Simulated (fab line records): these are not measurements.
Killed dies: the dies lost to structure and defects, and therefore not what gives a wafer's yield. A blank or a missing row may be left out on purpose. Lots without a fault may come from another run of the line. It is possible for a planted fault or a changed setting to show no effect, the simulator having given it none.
fab line records | flow berkeleyCmos170 | part 1 of 2: steps 1 to 28 of 40
record: lots: 5 wafers: 15 lastDay: 12
route steps=331 shown NWELL@27 PWELL@34 WELLDRIVE@55 ACTIVE@60
lots that met no fault: from a run of the same line without faults
startH: the number of hours between the record's first day and the start of the first shown wafer of the lot | waitH: time in hours since the lot's previous step | " identical to the entry in the row above | L1.1+2: a single row standing in for several wafers | - no value, or no start given | * or withheld: withheld | < > ~ a bound
route shown NAME@n: NAME is a module with steps in the file, n the number in the route of the first one | usual: average and standard deviation across the fault-free wafers | same: alike in all rows | chamber/n: place in a boat | sites: each site's reading | _std_site: standard deviation of those values | _edge_site: inner sites' mean taken away from outer sites' mean | radiusMm: for every site, how far away it sits from the centre of the wafer | mask NAME#n: copy n | behind: tool/chamber where the wafer was last shaped | hold: cause of the lot's hold/its duration in hours/its outcome | device: whichever transistor did not switch (one of n, p or np) | end of line: the same wafers' tests at the end of the route | for a step that has no rows: nothing shown but its recipe | killed: dies lost to structure and defects at the first sort, not the wafer's yield | map: shows each die of a wafer: x if killed, . if not, _ if none is there
set.NAME: setting as actually run; set.NAME@STEP: the setting as run at that earlier step | model.NAME: the simulator's own value behind a step, which no gauge read
lots seen at some steps along the route; tables by step, rows by wafer
services: from which hour (startH, from the record's first day; less than 0 if before it) a tool's chamber was out of use, for how many hours, and why
== steps ==
step: UCB170_NWELL_ETCH_13
recipe: chemistry: CH3F/Ar/O2 target: Si3N4 stopOn: SiO2 CH3F_flow_sccm: 20 Ar_flow_sccm: 50 O2_flow_sccm: 7 pressureMtorr: 50 rfW: 450 targetDepthA: 2464 overEtchFrac: 0.1 timeS: 154
usual: drypumpMotorCurrentA: 5.8/0.39 mfcArSccm: 50.01/0.16 oesProductAu: 0.944/0.012 throttleValvePct: 7.98/0.11
columns lot.wafer tool chamber startH waitH drypumpMotorCurrentA mfcArSccm oesProductAu rfHoursCounterH throttleValvePct
L077.2 rieDiel-04 1 49.00 0.0 5.6 49.78 0.947 171 7.94
L077.4 " 0 " " 6.3 49.79 0.949 8 8.02
L077.6 " 2 " " 6.0 50.09 0.949 - 7.89
L080.1 rieDiel-01 1 66.00 0.0 5.5 49.91 0.949 140 8.08
L080.3 " 3 " " 5.4 50.22 0.935 166 7.86
L080.4 " 2 " " 6.6 49.77 0.941 93 7.96
L083.2 rieDiel-01 2 80.47 0.0 6.6 49.90 0.939 94 7.97
L083.4 " 3 " " 5.5 50.09 0.935 166 7.86
L083.6 " 2 " " 6.6 49.78 0.950 - 7.96
L093.1 rieDiel-03 2 127.45 0.0 6.0 49.97 0.929 104 7.81
L093.3 " 3 " " 5.2 49.91 0.941 129 7.97
L093.4 " 1 " " 5.5 49.97 0.927 5 8.19
L096.1 rieDiel-03 0 143.27 0.0 5.5 50.17 0.941 31 8.15
L096.2 " 3 " " 5.3 49.98 0.946 129 7.99
L096.4 " 1 " " 5.5 50.06 0.917 5 8.18
step: UCB170_NWELL_IMPLANT_14
recipe: species: P doseCm2: 1e+13 energyKev: 150 tiltDeg: 7
columns lot.wafer tool chamber startH waitH
L077.2+4+6 implanter-01 0 49.12 0.1
L080.1+3+4 implanter-03 0 66.10 0.1
L083.2+4+6 implanter-03 0 80.59 0.1
L093.1+3+4 implanter-02 0 127.55 0.1
L096.1+2+4 implanter-03 0 143.37 0.1
step: UCB170_NWELL_STRIP_15
recipe: chemistry: O2 powerW: 400 pressureMtorr: 3500 platenTempC: withheld o2FlowSccm: 400 overashFraction: 0.5
usual: drypumpMotorCurrentA: 5.7/0.49 oesProductAu: 0.721/0.0048 stripTimeToEndpointS: 18.03/0.083
columns lot.wafer tool chamber startH waitH drypumpMotorCurrentA oesProductAu rfHoursCounterH stripTimeToEndpointS
L077.2 plasmaAsher-02 0 49.25 0.1 6.0 0.723 25 17.94
L077.4 " 1 " " 6.1 0.725 - 17.90
L077.6 " 0 " " 6.0 0.716 - 18.02
L080.1 plasmaAsher-02 0 66.25 0.1 6.1 0.719 26 17.95
L080.3 " 1 " " 6.1 0.722 - 17.92
L080.4 " 0 " " 6.1 0.723 - 18.07
L083.2 plasmaAsher-01 0 80.72 0.1 5.0 0.719 41 18.03
L083.4 " 0 " " 4.9 0.720 - 17.95
L083.6 " 0 " " 4.9 0.723 - 18.09
L093.1 plasmaAsher-02 1 127.70 0.1 6.2 0.721 34 17.97
L093.3 " 1 " " 6.1 0.720 - 17.98
L093.4 " 0 " " 6.0 0.720 - 17.96
L096.1 plasmaAsher-01 1 143.52 0.1 5.5 0.719 49 18.03
L096.2 " 0 " " 5.0 0.724 49 17.85
L096.4 " 0 " " 5.0 0.719 - 17.92
step: UCB170_NWELL_TW_MEAS_16
usual: NWELL_TW: 1236/8.2
columns lot.wafer tool chamber startH waitH NWELL_TW
L077.2 filmMetro-01 - 49.36 0.1 1228
L077.4 " - " " 1227
L077.6 " - " " 1229
L080.1 filmMetro-03 - 66.35 0.1 1233
L080.3 " - " " 1233
L080.4 " - " " 1233
L083.2 filmMetro-03 - 80.83 0.1 1237
L083.4 " - " " 1243
L083.6 " - " " 1232
L093.1 filmMetro-01 - 127.80 0.1 1226
L093.3 " - " " 1217
L093.4 " - " " 1214
L096.1 filmMetro-03 - 143.62 0.1 1237
L096.2 " - " " 1228
L096.4 " - " " 1231
step: UCB170_NWELL_CLEAN_17
recipe: chemistry: SPM tempC: 120 timeS: 600
columns lot.wafer tool chamber startH waitH
L077.2+4+6 wetBench-02 0 49.41 0.0
L080.1+3+4 wetBench-04 3 66.41 0.1
L083.2+4+6 wetBench-02 2 82.96 2.1
L093.1+3+4 wetBench-02 3 127.88 0.1
L096.1+2+4 wetBench-04 0 143.68 0.1
step: UCB170_NWELL_WET_ETCH_18
recipe: chemistry: H3PO4 target: Si3N4 tempC: 160 timeS: 14400
columns lot.wafer tool chamber startH waitH
L077.2+4+6 wetBench-02 1 49.60 0.0
L080.1+3+4 wetBench-02 1 66.58 0.0
L083.2+4+6 wetBench-02 3 83.40 0.3
L093.1+3+4 wetBench-02 1 128.05 0.0
L096.1+2+4 wetBench-02 3 143.87 0.0
step: UCB170_NWELL_WET_ETCH_19
recipe: chemistry: BOE dilution: 5:1 target: SiO2 tempC: 25 timeS: 22
columns lot.wafer tool chamber startH waitH
L077.2+4+6 wetBench-03 1 53.97 0.0
L080.1+3+4 wetBench-03 1 70.59 0.0
L083.2+4+6 wetBench-03 2 87.78 0.0
L093.1+3+4 wetBench-02 0 132.06 0.0
L096.1+2+4 wetBench-02 1 147.88 0.0
step: UCB170_PWELL_CLEAN_00
recipe: chemistry: SPM tempC: 120 timeS: 600
columns lot.wafer tool chamber startH waitH
L077.2+4+6 wetBench-02 2 53.99 0.0
L080.1+3+4 wetBench-02 2 70.61 0.0
L083.2+4+6 wetBench-02 2 87.79 0.0
L093.1+3+4 wetBench-02 3 132.08 0.0
L096.1+2+4 wetBench-02 1 147.90 0.0
step: UCB170_PWELL_CLEAN_01
recipe: chemistry: dHF dilution: 25:1 timeS: 60
columns lot.wafer tool chamber startH waitH
L077.2+4+6 wetBench-03 0 54.18 0.0
L080.1+3+4 wetBench-03 0 70.78 0.0
L083.2+4+6 wetBench-03 0 87.98 0.0
L093.1+3+4 wetBench-02 1 132.25 0.0
L096.1+2+4 wetBench-02 1 148.25 0.2
step: UCB170_PWELL_OXIDATION_02
recipe: tempC: 1000 ambient: O2 targetThkA: 264 oxTimeS: 1260
usual: spikeTcSourceC: 1022.5/1.2
columns lot.wafer tool chamber startH waitH spikeTcSourceC
L077.2 furnace-03 0 57.03 2.8 1023.2
L077.4 " 0 " " 1021.6
L077.6 " 0 " " 1021.2
L080.1 furnace-02 0 72.84 2.0 1022.5
L080.3 " 0 " " 1024.3
L080.4 " 0 " " 1021.9
L083.2 furnace-02 0 91.83 3.8 1022.7
L083.4 " 0 " " 1021.6
L083.6 " 0 " " 1022.7
L093.1 furnace-03 0 134.40 2.1 1022.5
L093.3 " 0 " " 1021.7
L093.4 " 0 " " 1021.5
L096.1 furnace-03 0 150.70 2.4 1021.5
L096.2 " 0 " " 1022.3
L096.4 " 0 " " 1020.5
step: UCB170_PWELL_THK_MEAS_03
recipe: reads: SiO2_of_PWELL_OXIDATION_02
usual: PWELL_OXIDE_THK: 26.3/0.38
columns lot.wafer tool chamber startH waitH PWELL_OXIDE_THK[nm]
L077.2 filmMetro-04 - 58.39 0.0 26.5
L077.4 " - " " 26.4
L077.6 " - " " 26.4
L080.1 filmMetro-04 - 74.19 0.0 26.1
L080.3 " - " " 26.7
L080.4 " - " " 26.7
L083.2 filmMetro-04 - 93.19 0.0 26.1
L083.4 " - " " 26.2
L083.6 " - " " 26.2
L093.1 filmMetro-04 - 135.75 0.0 26.5
L093.3 " - " " 25.8
L093.4 " - " " 26.0
L096.1 filmMetro-03 - 152.05 0.0 26.5
L096.2 " - " " 26.5
L096.4 " - " " 26.5
step: UCB170_PWELL_ANNEAL_04
recipe: tempC: 1000 timeS: 900 ambient: N2
usual: spikeTcSourceC: 1021.6/1.4
columns lot.wafer tool chamber startH waitH spikeTcSourceC
L077.2 furnace-02 0 62.23 3.8 1023.4
L077.4 " 0 " " 1023.2
L077.6 " 0 " " 1021.1
L080.1 furnace-01 0 74.31 0.1 1020.6
L080.3 " 0 " " 1021.0
L080.4 " 0 " " 1021.3
L083.2 furnace-03 0 94.71 1.5 1022.2
L083.4 " 0 " " 1020.9
L083.6 " 0 " " 1020.4
L093.1 furnace-03 0 138.43 2.7 1022.8
L093.3 " 0 " " 1024.2
L093.4 " 0 " " 1022.8
L096.1 furnace-01 0 155.36 3.3 1022.6
L096.2 " 0 " " 1020.6
L096.4 " 0 " " 1023.0
step: UCB170_PWELL_CVD_05
recipe: material: Si3N4 targetThkNm: 220 tempC: 800 precursor: SiH2Cl2/NH3 timeS: 3300 pressureMtorr: 200 sih2cl2FlowSccm: 25 nh3FlowSccm: 75
usual: spikeTcSourceC: 823.0/1.2
columns lot.wafer tool chamber startH waitH spikeTcSourceC
L077.2 lpcvd-01 1 63.48 0.0 821.3
L077.4 " 1 " " 822.9
L077.6 " 1 " " 821.2
L080.1 lpcvd-01 0 75.56 0.0 822.7
L080.3 " 0 " " 821.1
L080.4 " 0 " " 822.5
L083.2 lpcvd-01 1 96.08 0.1 823.7
L083.4 " 1 " " 820.2
L083.6 " 1 " " 822.8
L093.1 lpcvd-01 1 139.68 0.0 822.8
L093.3 " 1 " " 822.3
L093.4 " 1 " " 822.1
L096.1 lpcvd-01 0 156.61 0.0 820.7
L096.2 " 0 " " 823.0
L096.4 " 0 " " 824.3
step: UCB170_PWELL_THK_MEAS_06
recipe: reads: Si3N4_of_PWELL_CVD_05
usual: PWELL_NITRIDE_THK: 220.4/2.2
columns lot.wafer tool chamber startH waitH PWELL_NITRIDE_THK[nm]
L077.2 filmMetro-02 - 65.40 0.0 224.7
L077.4 " - " " 222.1
L077.6 " - " " 223.6
L080.1 filmMetro-03 - 77.48 0.0 219.9
L080.3 " - " " 220.5
L080.4 " - " " 224.3
L083.2 filmMetro-02 - 98.00 0.0 223.4
L083.4 " - " " 224.7
L083.6 " - " " 222.3
L093.1 filmMetro-02 - 141.60 0.0 219.6
L093.3 " - " " 218.2
L093.4 " - " " 218.9
L096.1 filmMetro-03 - 158.53 0.0 220.5
L096.2 " - " " 219.1
L096.4 " - " " 218.7
step: UCB170_PWELL_HMDS_07
recipe: primeTimeS: 60 primeTempC: 100
usual: resistLineTempC: 23.01/0.096
columns lot.wafer tool chamber startH waitH resistLineTempC
L077.2 lithoTrack-04 0 65.48 0.1 22.98
L077.4 " 0 " " 22.95
L077.6 " 0 " " 23.11
L080.1 lithoTrack-02 0 77.91 0.4 22.95
L080.3 " 0 " " 22.90
L080.4 " 0 " " 22.99
L083.2 lithoTrack-02 0 98.08 0.1 23.06
L083.4 " 0 " " 23.08
L083.6 " 0 " " 23.04
L093.1 lithoTrack-02 0 141.66 0.1 22.94
L093.3 " 0 " " 22.90
L093.4 " 0 " " 22.91
L096.1 lithoTrack-02 0 158.81 0.3 22.95
L096.2 " 0 " " 22.85
L096.4 " 0 " " 22.86
step: UCB170_PWELL_COAT_08
recipe: resist: KrF spinRpm: 1500 resistThkNm: 900
usual: resistLineTempC: 23.00/0.11
columns lot.wafer tool chamber startH waitH resistLineTempC
L077.2 lithoTrack-04 0 65.63 0.1 22.85
L077.4 " 0 " " 22.77
L077.6 " 0 " " 22.76
L080.1 lithoTrack-02 0 78.06 0.1 23.02
L080.3 " 0 " " 23.06
L080.4 " 0 " " 22.98
L083.2 lithoTrack-02 0 98.23 0.1 22.93
L083.4 " 0 " " 23.20
L083.6 " 0 " " 22.92
L093.1 lithoTrack-02 0 141.81 0.1 23.09
L093.3 " 0 " " 23.07
L093.4 " 0 " " 23.01
L096.1 lithoTrack-02 0 158.96 0.1 23.00
L096.2 " 0 " " 23.02
L096.4 " 0 " " 23.13
step: UCB170_PWELL_SOFTBAKE_09
recipe: resist: KrF tempC: 130 timeS: 60
usual: resistLineTempC: 23.02/0.1
columns lot.wafer tool chamber startH waitH resistLineTempC
L077.2 lithoTrack-04 0 65.78 0.1 23.08
L077.4 " 0 " " 23.14
L077.6 " 0 " " 23.17
L080.1 lithoTrack-02 0 78.21 0.1 23.09
L080.3 " 0 " " 22.95
L080.4 " 0 " " 22.97
L083.2 lithoTrack-02 0 98.38 0.1 22.84
L083.4 " 0 " " 23.06
L083.6 " 0 " " 22.98
L093.1 lithoTrack-02 0 141.96 0.1 23.14
L093.3 " 0 " " 22.98
L093.4 " 0 " " 22.96
L096.1 lithoTrack-02 0 159.11 0.1 23.16
L096.2 " 0 " " 23.12
L096.4 " 0 " " 23.03
step: UCB170_PWELL_EXPOSE_10
recipe: maskId: PWELL targetCdNm: 3000 na: 0.5 sigmaOuter: 0.6 sourceShape: conventional doseMj: 19
usual: exposureDoseMJCm2: 19.002/0.018
columns lot.wafer tool chamber startH waitH mask exposureDoseMJCm2
L077.2 krfScanner-02 0 66.05 0.2 PWELL#0 18.988
L077.4 " 0 " " PWELL#0 18.978
L077.6 " 0 " " PWELL#0 19.002
L080.1 krfScanner-01 0 78.61 0.4 PWELL#0 19.010
L080.3 " 0 " " PWELL#0 19.000
L080.4 " 0 " " PWELL#0 18.979
L083.2 krfScanner-02 0 98.52 0.1 PWELL#0 19.000
L083.4 " 0 " " PWELL#0 19.055
L083.6 " 0 " " PWELL#0 19.002
L093.1 krfScanner-01 0 142.11 0.1 PWELL#0 18.969
L093.3 " 0 " " PWELL#0 18.974
L093.4 " 0 " " PWELL#0 18.974
L096.1 krfScanner-02 0 159.41 0.3 PWELL#0 18.980
L096.2 " 0 " " PWELL#0 18.998
L096.4 " 0 " " PWELL#0 18.962
step: UCB170_PWELL_PEB_11
recipe: pebTempC: 130 pebTimeS: withheld resist: KrF
usual: resistLineTempC: 23.00/0.12
columns lot.wafer tool chamber startH waitH resistLineTempC
L077.2 lithoTrack-04 0 66.17 0.1 22.86
L077.4 " 0 " " 22.88
L077.6 " 0 " " 22.95
L080.1 lithoTrack-04 0 78.73 0.1 23.03
L080.3 " 0 " " 23.06
L080.4 " 0 " " 23.03
L083.2 lithoTrack-03 0 99.17 0.6 22.89
L083.4 " 0 " " 22.82
L083.6 " 0 " " 22.91
L093.1 lithoTrack-02 0 142.22 0.1 23.09
L093.3 " 0 " " 23.10
L093.4 " 0 " " 23.20
L096.1 lithoTrack-02 0 159.52 0.1 22.92
L096.2 " 0 " " 22.84
L096.4 " 0 " " 22.81
step: UCB170_PWELL_DEVELOP_12
recipe: developer: TMAH developTimeS: 45 resist: KrF devTempC: 21
usual: resistLineTempC: 23.01/0.11
columns lot.wafer tool chamber startH waitH resistLineTempC
L077.2 lithoTrack-04 0 - - 22.88
L077.4 " 0 " " 22.94
L077.6 " 0 " " 22.90
L080.1 lithoTrack-04 0 - - 23.13
L080.3 " 0 " " 23.20
L080.4 " 0 " " 23.22
L083.2 lithoTrack-03 0 - - 22.92
L083.4 " 0 " " 23.02
L083.6 " 0 " " 23.10
L093.1 lithoTrack-02 0 - - 22.92
L093.3 " 0 " " 22.90
L093.4 " 0 " " 23.00
L096.1 lithoTrack-02 0 - - 23.01
L096.2 " 0 " " 22.80
L096.4 " 0 " " 22.90
step: UCB170_PWELL_OVL_MEAS_13
usual: PWELL_OVL: -1/5.5
columns lot.wafer tool chamber startH waitH PWELL_OVL[nm]
L077.2 overlay-01 - 66.43 - -6
L077.4 " - " " -8
L077.6 " - " " -9
L080.1 overlay-02 - 79.00 - -1
L080.3 " - " " -6
L080.4 " - " " -8
L083.2 overlay-02 - 99.43 - -1
L083.4 " - " " -2
L083.6 " - " " -6
L093.1 overlay-01 - 142.50 - 3
L093.3 " - " " 4
L093.4 " - " " 6
L096.1 overlay-02 - 159.80 - -5
L096.2 " - " " -5
L096.4 " - " " -4
step: UCB170_PWELL_ETCH_14
recipe: chemistry: CH3F/Ar/O2 target: Si3N4 stopOn: SiO2 CH3F_flow_sccm: 20 Ar_flow_sccm: 50 O2_flow_sccm: 7 pressureMtorr: 50 rfW: 450 targetDepthA: 2420 overEtchFrac: 0.1 timeS: 151
usual: drypumpMotorCurrentA: 5.8/0.39 mfcArSccm: 50.02/0.15 oesProductAu: 0.948/0.009 throttleValvePct: 8.01/0.11
columns lot.wafer tool chamber startH waitH drypumpMotorCurrentA mfcArSccm oesProductAu rfHoursCounterH throttleValvePct
L077.2 rieDiel-02 2 66.46 0.0 5.5 50.04 0.956 132 7.92
L077.4 " 0 " " 6.0 50.09 0.964 171 8.15
L077.6 " 2 " " 5.5 50.34 0.953 - 7.92
L080.1 rieDiel-04 2 79.04 0.0 6.0 49.80 0.946 16 7.91
L080.3 " 0 " " 6.3 50.35 0.939 10 8.03
L080.4 " 3 " " 5.6 49.84 0.954 - 7.86
L083.2 rieDiel-02 1 99.46 0.0 5.5 49.89 0.951 66 8.18
L083.4 " 3 " " 6.4 49.97 0.946 27 8.06
L083.6 " 3 " " 6.3 50.35 0.952 - 8.06
L093.1 rieDiel-04 1 142.53 0.0 5.6 50.03 0.943 4 7.94
L093.3 " 0 " " 6.3 49.97 0.939 14 8.00
L093.4 " 2 " " 6.0 49.98 0.943 20 7.90
L096.1 rieDiel-04 0 159.83 0.0 6.3 49.75 0.940 14 8.03
L096.2 " 3 " " 5.6 49.99 0.944 2 7.87
L096.4 " 3 " " 5.7 49.73 0.941 - 7.86
step: UCB170_PWELL_IMPLANT_15
recipe: species: B doseCm2: 5e+12 energyKev: 60 tiltDeg: 7
columns lot.wafer tool chamber startH waitH
L077.2+4+6 implanter-04 0 66.58 0.1
L080.1+3+4 implanter-04 0 79.14 0.1
L083.2+4+6 implanter-02 0 99.58 0.1
L093.1+3+4 implanter-02 0 142.63 0.1
L096.1+2+4 implanter-01 0 159.93 0.1
step: UCB170_PWELL_STRIP_16
recipe: chemistry: O2 powerW: 400 pressureMtorr: 3500 platenTempC: withheld o2FlowSccm: 400 overashFraction: 0.5
usual: drypumpMotorCurrentA: 5.9/0.51 oesProductAu: 0.721/0.0042 stripTimeToEndpointS: 18.11/0.081
columns lot.wafer tool chamber startH waitH drypumpMotorCurrentA oesProductAu rfHoursCounterH stripTimeToEndpointS
L077.2 plasmaAsher-04 1 66.71 0.1 5.7 0.716 36 18.09
L077.4 " 1 " " 5.7 0.727 - 17.98
L077.6 " 0 " " 6.7 0.719 - 18.11
L080.1 plasmaAsher-02 0 79.29 0.1 6.0 0.723 28 18.20
L080.3 " 0 " " 6.0 0.718 - 18.08
L080.4 " 1 " " 6.1 0.722 - 18.11
L083.2 plasmaAsher-04 1 99.71 0.1 5.7 0.720 39 18.24
L083.4 " 1 " " 5.7 0.723 - 18.21
L083.6 " 0 " " 6.7 0.719 - 18.15
L093.1 plasmaAsher-02 1 142.78 0.1 6.1 0.719 36 18.10
L093.3 " 0 " " 6.0 0.720 - 18.14
L093.4 " 1 " " 6.1 0.729 - 18.14
L096.1 plasmaAsher-01 1 160.08 0.1 5.6 0.723 51 18.07
L096.2 " 0 " " 5.0 0.718 51 18.16
L096.4 " 1 " " 5.6 0.719 - 18.17
step: UCB170_PWELL_TW_MEAS_17
usual: PWELL_TW: 376.2/1.7
columns lot.wafer tool chamber startH waitH PWELL_TW
L077.2 filmMetro-02 - 66.82 0.1 377.0
L077.4 " - " " 376.5
L077.6 " - " " 376.2
L080.1 filmMetro-02 - 79.39 0.1 378.5
L080.3 " - " " 376.0
L080.4 " - " " 377.4
L083.2 filmMetro-04 - 99.82 0.1 377.6
L083.4 " - " " 374.4
L083.6 " - " " 372.8
L093.1 filmMetro-03 - 142.88 0.1 374.1
L093.3 " - " " 373.8
L093.4 " - " " 375.9
L096.1 filmMetro-03 - 160.18 0.1 375.2
L096.2 " - " " 374.6
L096.4 " - " " 375.4
step: UCB170_PWELL_CLEAN_18
recipe: chemistry: SPM tempC: 120 timeS: 600
columns lot.wafer tool chamber startH waitH
L077.2+4+6 wetBench-03 0 66.87 0.0
L080.1+3+4 wetBench-03 2 79.61 0.2
L083.2+4+6 wetBench-02 2 100.86 1.0
L093.1+3+4 wetBench-02 3 142.94 0.1
L096.1+2+4 wetBench-04 3 161.86 1.7
step: UCB170_PWELL_WET_ETCH_19
recipe: chemistry: H3PO4 target: Si3N4 tempC: 160 timeS: 14400
columns lot.wafer tool chamber startH waitH
L077.2+4+6 wetBench-04 2 67.04 0.0
L080.1+3+4 wetBench-04 0 80.12 0.3
L083.2+4+6 wetBench-03 0 103.67 2.6
L093.1+3+4 wetBench-03 3 143.12 0.0
L096.1+2+4 wetBench-04 3 162.09 0.0
step: UCB170_PWELL_WET_ETCH_20
recipe: chemistry: BOE dilution: 5:1 target: SiO2 tempC: 25 timeS: 22
columns lot.wafer tool chamber startH waitH
L077.2+4+6 wetBench-02 2 71.05 0.0
L080.1+3+4 wetBench-03 3 84.20 0.1
L083.2+4+6 wetBench-03 2 108.63 0.6
L093.1+3+4 wetBench-03 2 147.30 0.2
L096.1+2+4 wetBench-02 3 166.46 0.0
